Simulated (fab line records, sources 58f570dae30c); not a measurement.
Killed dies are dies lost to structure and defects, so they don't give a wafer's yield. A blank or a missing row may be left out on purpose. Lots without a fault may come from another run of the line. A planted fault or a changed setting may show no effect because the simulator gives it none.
Tool commonality check | flow berkeley_cmos170 | 15 lots, 45 wafers sampled

WHY IT WAS OPENED
At UCB170_PVT_TW_MEAS_09 the reading PVT_TW is flagged on 4 of 15 lots. Wafers without a fault read 507.9, standard deviation 3.
Rule: a lot is flagged when every wafer of it that has a number lies more than 4 standard deviations from that mean, or none has a number. The other lots count as sound.

lot  | measured    | on            | PVT_TW, wafer by wafer | flag
L611 | day 6 07:11 | film_metro-04 | 500.1 502.1 500.9      |
L614 | day 6 23:40 | film_metro-03 | 505.9 510.0 511.1      |
L615 | day 6 23:56 | film_metro-02 | 507.4 506.4 507.5      |
L612 | day 7 00:40 | film_metro-04 | 506.4 508.3 505.9      |
L613 | day 7 00:44 | film_metro-03 | 508.7 506.4 507.7      |
L617 | day 7 13:26 | film_metro-04 | 503.0 506.5 507.8      |
L616 | day 7 13:46 | film_metro-02 | 505.2 506.2 505.9      |
L618 | day 7 19:19 | film_metro-03 | 504.4 506.5 509.4      |
L619 | day 8 01:56 | film_metro-03 | 511.1 511.0 509.2      |
L620 | day 8 13:35 | film_metro-04 | 503.9 501.5 504.7      |
L621 | day 8 13:47 | film_metro-02 | 507.9 508.1 506.9      |
L623 | day 8 20:23 | film_metro-03 | 669.5 672.3 671.7      | FLAGGED
L622 | day 8 20:40 | film_metro-02 | 668.7 668.8 668.7      | FLAGGED
L624 | day 8 20:49 | film_metro-03 | 674.1 672.5 673.5      | FLAGGED
L625 | day 9 19:11 | film_metro-02 | 669.0 671.7 670.9      | FLAGGED
The numbers of the flagged lots are 671.0 on average: +163.1 against the usual, or +54 standard deviations.

WHICH TOOL RAN EACH LOT
The record holds 2 process steps before the reading, out of a route of 331 steps. In each cell: the tool, then ch and the chambers that the sampled wafers went through, then the start.
lot  | flag    | UCB170_ACTIVE_STRIP_16              | UCB170_PVT_IMPLANT_07
L611 |         | plasma_asher-03 ch 0,1, day 4 12:53 | implanter-02 ch 0, day 6 06:56
L614 |         | plasma_asher-04 ch 0,1, day 5 04:53 | implanter-04 ch 0, day 6 23:27
L615 |         | plasma_asher-03 ch 0,1, day 5 04:58 | implanter-02 ch 0, day 6 23:42
L612 |         | plasma_asher-04 ch 0,1, day 5 05:08 | implanter-01 ch 0, day 7 00:25
L613 |         | plasma_asher-02 ch 0,1, day 5 05:22 | implanter-04 ch 0, day 7 00:31
L617 |         | plasma_asher-04 ch 0,1, day 5 21:45 | implanter-02 ch 0, day 7 13:11
L616 |         | plasma_asher-03 ch 0,1, day 5 21:28 | implanter-04 ch 0, day 7 13:31
L618 |         | plasma_asher-02 ch 0,1, day 6 07:11 | implanter-04 ch 0, day 7 19:04
L619 |         | plasma_asher-02 ch 0,1, day 6 14:34 | implanter-01 ch 0, day 8 01:41
L620 |         | plasma_asher-04 ch 0,1, day 6 23:19 | implanter-01 ch 0, day 8 13:20
L621 |         | plasma_asher-02 ch 0,1, day 6 23:38 | implanter-04 ch 0, day 8 13:35
L623 | FLAGGED | plasma_asher-04 ch 0,1, day 7 08:02 | implanter-04 ch 0, day 8 20:08
L622 | FLAGGED | plasma_asher-02 ch 0,1, day 7 04:52 | implanter-02 ch 0, day 8 20:26
L624 | FLAGGED | plasma_asher-02 ch 0,1, day 7 07:50 | implanter-04 ch 0, day 8 20:35
L625 | FLAGGED | plasma_asher-02 ch 0,1, day 7 22:31 | implanter-02 ch 0, day 9 18:55
What these steps do:
- UCB170_ACTIVE_STRIP_16: strips in O2.
- UCB170_PVT_IMPLANT_07
- UCB170_PVT_TW_MEAS_09

FLAGGED OVER TOTAL, TOOL BY TOOL (the gauges that took the reading come last)
step                   | tool            | lots run | flagged | share of the flagged lots | sound lots run after its first flagged lot
UCB170_ACTIVE_STRIP_16 | plasma_asher-02 | 7        | 3       | some                      | 0
UCB170_ACTIVE_STRIP_16 | plasma_asher-03 | 3        | 0       | none                      | -
UCB170_ACTIVE_STRIP_16 | plasma_asher-04 | 5        | 1       | some                      | 0
UCB170_PVT_IMPLANT_07  | implanter-01    | 3        | 0       | none                      | -
UCB170_PVT_IMPLANT_07  | implanter-02    | 5        | 2       | some                      | 0
UCB170_PVT_IMPLANT_07  | implanter-04    | 7        | 2       | some                      | 0
UCB170_PVT_TW_MEAS_09  | film_metro-02   | 5        | 2       | some                      | 0
UCB170_PVT_TW_MEAS_09  | film_metro-03   | 6        | 2       | some                      | 0
UCB170_PVT_TW_MEAS_09  | film_metro-04   | 4        | 0       | none                      | -

WHAT THE TABLE ALLOWS
No row of the table ran every flagged lot.

WHAT THE SIMULATOR HAD PUT IN
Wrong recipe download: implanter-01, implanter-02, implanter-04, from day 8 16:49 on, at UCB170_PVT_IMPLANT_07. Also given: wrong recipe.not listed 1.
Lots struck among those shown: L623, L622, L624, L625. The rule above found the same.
